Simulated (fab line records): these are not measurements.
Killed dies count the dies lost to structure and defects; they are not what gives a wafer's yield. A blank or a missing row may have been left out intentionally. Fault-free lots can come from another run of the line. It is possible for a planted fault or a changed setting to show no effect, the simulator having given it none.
Split-lot study + flow berkeley-cmos170 + route with 331 steps; 5 lots, 23 wafers read

SPLIT DETAILS
At UCB170_V1_EXPOSE_09 (exposes mask VIA1, target cd 700 nm), the setting dose-mj was moved away from the recipe's 37 on 10 of the 23 wafers read, by -4.7% to +6.4%. All remaining wafers had this setting at the recipe value.

FROM THE SPLIT TO THE READING: what the file shows between them, 5 steps
- UCB170_V1_PEB_10
- UCB170_V1_DEVELOP_11: develop time 45 s
- UCB170_V1_CD_MEAS_12: target cd 700 nm
- UCB170_V1_ETCH_14: etches SiO2 in CHF3/CF4/Ar, stops on Al, target depth 1250 nm, time 291 s
- UCB170_V1_STRIP_15: strips in O2

THE READING
At UCB170_V1_CD_MEAS_90: cd-nm in nanometres, against a target cd of 700 nm. A value of 699.6 nm with a standard deviation of 1.2 nm is what fault-free wafers of this fab line usually give.

| wafer  | tool, chamber at the split | dose-mj as run | against the recipe | cd-nm, nm | against lot-mates on the recipe |
|--------|----------------------------|----------------|--------------------|-----------|---------------------------------|
| L075.1 | krf-scanner-01, 0          | 35.25          | -4.7%              | 690.1     | -9.7                            |
| L075.2 | krf-scanner-01, 0          | 35.25          | -4.7%              | 690.1     | -9.7                            |
| L075.3 | krf-scanner-01, 0          | 37             | recipe             | 700.3     | -                               |
| L075.4 | krf-scanner-01, 0          | 37             | recipe             | 699.3     | -                               |
| L075.5 | krf-scanner-01, 0          | 35.25          | -4.7%              | 689.9     | -9.9                            |
| L079.1 | krf-scanner-02, 0          | 37             | recipe             | 699.8     | -                               |
| L079.2 | krf-scanner-02, 0          | 37             | recipe             | 699.2     | -                               |
| L079.3 | krf-scanner-02, 0          | 37             | recipe             | 700.4     | -                               |
| L079.4 | krf-scanner-02, 0          | 39.37          | +6.4%              | 711.4     | +11.6                           |
| L079.6 | krf-scanner-02, 0          | 39.37          | +6.4%              | 711.4     | +11.6                           |
| L080.2 | krf-scanner-02, 0          | 37             | recipe             | 699.0     | -                               |
| L080.3 | krf-scanner-02, 0          | 37             | recipe             | 700.6     | -                               |
| L080.4 | krf-scanner-02, 0          | 37             | recipe             | 700.1     | -                               |
| L081.1 | krf-scanner-01, 0          | 36.11          | -2.4%              | 696.6     | -3.2                            |
| L081.3 | krf-scanner-01, 0          | 36.11          | -2.4%              | 695.7     | -4.1                            |
| L081.4 | krf-scanner-01, 0          | 36.11          | -2.4%              | 695.0     | -4.8                            |
| L081.5 | krf-scanner-01, 0          | 37             | recipe             | 699.8     | -                               |
| L081.6 | krf-scanner-01, 0          | 37             | recipe             | 699.8     | -                               |
| L082.1 | krf-scanner-01, 0          | 37             | recipe             | 699.1     | -                               |
| L082.2 | krf-scanner-01, 0          | 37             | recipe             | 699.7     | -                               |
| L082.4 | krf-scanner-01, 0          | 39.28          | +6.2%              | 710.9     | +11.8                           |
| L082.5 | krf-scanner-01, 0          | 37             | recipe             | 698.5     | -                               |
| L082.6 | krf-scanner-01, 0          | 39.28          | +6.2%              | 711.1     | +12.0                           |

FIT RESULTS
A straight line over all 23 wafers: cd-nm changes by +1.88 nm for each +1% of dose-mj; r = +0.99; the points scatter about the line by 0.65 nm.
The same after taking each lot's own level away (the mean of its wafers on the recipe; 23 wafers): +1.91 nm for each +1%; r = +1.00; scatter 0.61 nm.
That fit puts the effect of the largest move of dose-mj on the reading at 12 nm.
The span of the lots' own levels, 699.10 to 699.90 nm, comes to 0.7 times the standard deviation stated above.
Hence the lot-to-lot level has little effect on the slope; both slopes agree.
Check: with one of the wafers moved furthest among these (+6.4%) left out of the fit, the line predicts +12.3 nm for it against its lot-mates. Against them it came out at +11.6 nm.

ADDITIONAL SPLITS CARRIED BY THESE WAFERS
These wafers also went through other splits before the reading. Each is held against what the fit with the lots' levels taken away leaves over:
| other split on the same wafers   | wafers away from the commonest value | r with cd-nm (lot level and that fit taken away) |
|----------------------------------|--------------------------------------|--------------------------------------------------|
| UCB170_CONTACT_COAT_04 spin-rpm  | 5                                    | +0.25                                            |
| UCB170_CONTACT_PEB_13 peb-temp-c | 5                                    | -0.11                                            |
| UCB170_M1_PEB_07 peb-temp-c      | 10                                   | +0.11                                            |

THE WHOLE CHAIN: every reading that the file lists as answering this split, in the file's order
| step                 | what it does                                                              | reading                                                   | change (the file's fit)              | r (the file's) |
|----------------------|---------------------------------------------------------------------------|-----------------------------------------------------------|--------------------------------------|----------------|
| UCB170_V1_CD_MEAS_12 | target cd 700 nm                                                          | cd-nm                                                     | +1.75 nm for each +1% of the setting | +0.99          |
| UCB170_V1_ETCH_14    | etches SiO2 in CHF3/CF4/Ar, stops on Al, target depth 1250 nm, time 291 s | V1.cd-nm (the simulator's own value, which no gauge read) | +1.89 nm for each +1% of the setting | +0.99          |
| UCB170_V1_CD_MEAS_90 | target cd 700 nm                                                          | cd-nm                                                     | +1.9 nm for each +1% of the setting  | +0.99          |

FILE'S OWN FIT
cd-nm changes by +1.9 nm for each +1% of dose-mj, r = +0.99.
